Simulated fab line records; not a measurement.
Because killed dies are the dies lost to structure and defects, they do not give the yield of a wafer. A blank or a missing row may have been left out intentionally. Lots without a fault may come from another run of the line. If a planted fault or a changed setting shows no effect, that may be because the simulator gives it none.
Struck lot and sound lot, side by side / flow berkeley-cmos170 / 14 out of 331 route steps
Sound: the wafers L212.3, L212.4, L212.6. Struck: wafer L206.5 (left out: L206.1, L206.4 of the same lot, which were not struck); the cause appears at the end.
At each step with rows: each side's tool, then ch and its chambers, then its first start. Under that, the readings that differ: sound wafers / struck wafers / difference of the means / sigmas: that difference in standard deviations of wafers without a fault.
alike: words and numbers the same on both sides, and readings whose means are apart by under 2 such deviations; not compared: readings that were withheld, readings missing a value for some wafer, numbers with overlapping values and no deviation given by the record, and bounds like >300 which may hide the same value.
Wherever a step has rows on one side only, a row that says differs or no value, or a row with sigmas, the two part there. Numbers that have no deviation but don't overlap get no sigmas and don't part them. Lack of a reading on every wafer of one side parts them only where that side has two or more wafers.

first, 2 steps without rows for these wafers: UCB170_GATE_ANNEAL_03 (time 1800 s); UCB170_GATE_CVD_04 (deposits poly-Si from SiH4, time 1440 s, target thk 214 nm).
UCB170_GATE_THK_MEAS_05:
  sound on film-metro-03, day 10 10:29; struck on film-metro-02, day 9 05:51
  alike: GATE_POLY_THK
then, 6 steps without rows for these wafers: UCB170_GATE_COAT_06; UCB170_GATE_COAT_07 (resist thk 900 nm); UCB170_GATE_SOFTBAKE_08 (time 60 s); UCB170_GATE_EXPOSE_09 (exposes mask POLY, target cd 350 nm); UCB170_GATE_PEB_10; UCB170_GATE_DEVELOP_11 (develop time 45 s).
UCB170_GATE_CD_MEAS_12 targets a cd of 350 nm.
  sound on cd-sem-01, day 10 11:47; struck on cd-sem-02, day 9 08:36
  alike: cd-nm
UCB170_GATE_OVL_MEAS_13:
  sound on overlay-01, day 10 11:52; struck on overlay-01, day 9 08:43
  alike: GATE_OVL
UCB170_GATE_ETCH_14: etches BARC in N2/H2.
  sound on rie-diel-04 ch 0,2, day 10 11:54; struck on rie-diel-02 ch 3, day 9 08:45
  alike: drypump-motor-current-A, oes-product-au, throttle-valve-pct
UCB170_GATE_ETCH_15: etches poly-Si in HBr/Cl2, stops on SiO2, time 56.3 s, target depth 278.2 nm.
  sound on rie-si-01 ch 0,1,2, day 10 11:56; struck on rie-si-02 ch 1, day 9 08:48
reading=model.KrF_of_GATE_COAT_07.thk-nm (nm); sound=778.8 773.4 777.6; struck=781.6; difference=+5.0; sigmas=
  alike: drypump-motor-current-A, he-backside-leak-sccm, oes-product-au, throttle-valve-pct
  not compared: rf-hours-counter-h
UCB170_GATE_STRIP_16: strips in O2.
  sound on plasma-asher-03 ch 0,1, day 10 12:01; struck on plasma-asher-03 ch 0, day 9 08:50
  alike: drypump-motor-current-A, o2-flow-sccm, oes-product-au
  not compared: rf-hours-counter-h

WHERE THEY PART
Nowhere in this record.

WHY: whatever the simulator had introduced
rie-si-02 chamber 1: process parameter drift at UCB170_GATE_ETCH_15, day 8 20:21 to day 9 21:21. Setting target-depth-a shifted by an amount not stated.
